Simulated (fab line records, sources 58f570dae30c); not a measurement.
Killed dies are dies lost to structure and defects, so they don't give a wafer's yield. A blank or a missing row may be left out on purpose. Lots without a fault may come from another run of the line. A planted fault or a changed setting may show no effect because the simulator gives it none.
Split-lot experiment | flow berkeley_cmos170 | 5 lots, 23 wafers read, on a route of 331 steps

THE SPLIT
At UCB170_PFIELD_IMPLANT_07, the setting energy_kev was moved away from the recipe's 80 on 10 of the 23 wafers read, by -2.0% to +5.2%. The other wafers ran this setting at the recipe's value.

The reading is taken at the split's own step.

THE READING
implant.drp_nm (the simulator's own value, which no gauge read), in nm, at UCB170_PFIELD_IMPLANT_07. The file gives no usual value for it.

wafer  | tool, chamber at the split | energy_kev as run | against the recipe | implant.drp_nm, nm | against lot-mates on the recipe
L078.1 | implanter-04, 0            | 80                | recipe             | 74.86              | -
L078.4 | implanter-04, 0            | 80                | recipe             | 74.86              | -
L078.5 | implanter-04, 0            | 80                | recipe             | 74.86              | -
L078.3 | implanter-04, 0            | 78.71             | -1.6%              | 74.27              | -0.59
L078.6 | implanter-04, 0            | 78.71             | -1.6%              | 74.27              | -0.59
L080.1 | implanter-01, 0            | 84.18             | +5.2%              | 76.65              | +1.79
L080.2 | implanter-01, 0            | 84.18             | +5.2%              | 76.65              | +1.79
L080.4 | implanter-01, 0            | 84.18             | +5.2%              | 76.65              | +1.79
L080.3 | implanter-01, 0            | 80                | recipe             | 74.86              | -
L080.6 | implanter-01, 0            | 80                | recipe             | 74.86              | -
L081.2 | implanter-02, 0            | 80                | recipe             | 74.86              | -
L081.3 | implanter-02, 0            | 80                | recipe             | 74.86              | -
L081.4 | implanter-02, 0            | 80                | recipe             | 74.86              | -
L081.5 | implanter-02, 0            | 83.66             | +4.6%              | 76.44              | +1.58
L081.6 | implanter-02, 0            | 83.66             | +4.6%              | 76.44              | +1.58
L083.1 | implanter-02, 0            | 78.4              | -2.0%              | 74.13              | -0.73
L083.2 | implanter-02, 0            | 78.4              | -2.0%              | 74.13              | -0.73
L083.5 | implanter-02, 0            | 78.4              | -2.0%              | 74.13              | -0.73
L083.4 | implanter-02, 0            | 80                | recipe             | 74.86              | -
L083.6 | implanter-02, 0            | 80                | recipe             | 74.86              | -
L082.2 | implanter-01, 0            | 80                | recipe             | 74.86              | -
L082.3 | implanter-01, 0            | 80                | recipe             | 74.86              | -
L082.6 | implanter-01, 0            | 80                | recipe             | 74.86              | -

THE FIT
A straight line over all 23 wafers: implant.drp_nm changes by +0.347 nm for each +1% of energy_kev; r = +1.00; the points scatter about the line by 0.015 nm.
The same after taking each lot's own level away (the mean of its wafers on the recipe; 23 wafers): +0.347 nm for each +1%; r = +1.00; scatter 0.015 nm.
On that fit, the largest move of energy_kev shifts the reading by 1.8 nm.
The lots' own levels span 74.860 to 74.860 nm.
So the lot-to-lot level changes the slope little: the two slopes agree.
Check: with one of the wafers moved furthest among these (+5.2%) left out of the fit, the line predicts +1.81 nm for it against its lot-mates. It came out at +1.79 nm against them.

OTHER SPLITS ON THESE WAFERS
These wafers also went through other splits before the reading. Each is held against what the fit with the lots' levels taken away leaves over:
other split on the same wafers     | wafers away from the commonest value | r with implant.drp_nm (lot level and that fit taken away)
UCB170_ZERO_ETCH_06 over_etch_frac | 8                                    | +0.38

THE WHOLE CHAIN: every reading that the file lists as answering this split, in the file's order
step                     | what it does | reading                                                         | change (the file's fit)               | r (the file's)
UCB170_PFIELD_IMPLANT_07 |              | implant.rp_nm (the simulator's own value, which no gauge read)  | +2.14 nm for each +1% of the setting  | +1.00
UCB170_PFIELD_IMPLANT_07 |              | implant.drp_nm (the simulator's own value, which no gauge read) | +0.346 nm for each +1% of the setting | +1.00

THE FILE'S OWN FIT
implant.drp_nm changes by +0.346 nm for each +1% of energy_kev, r = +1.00.
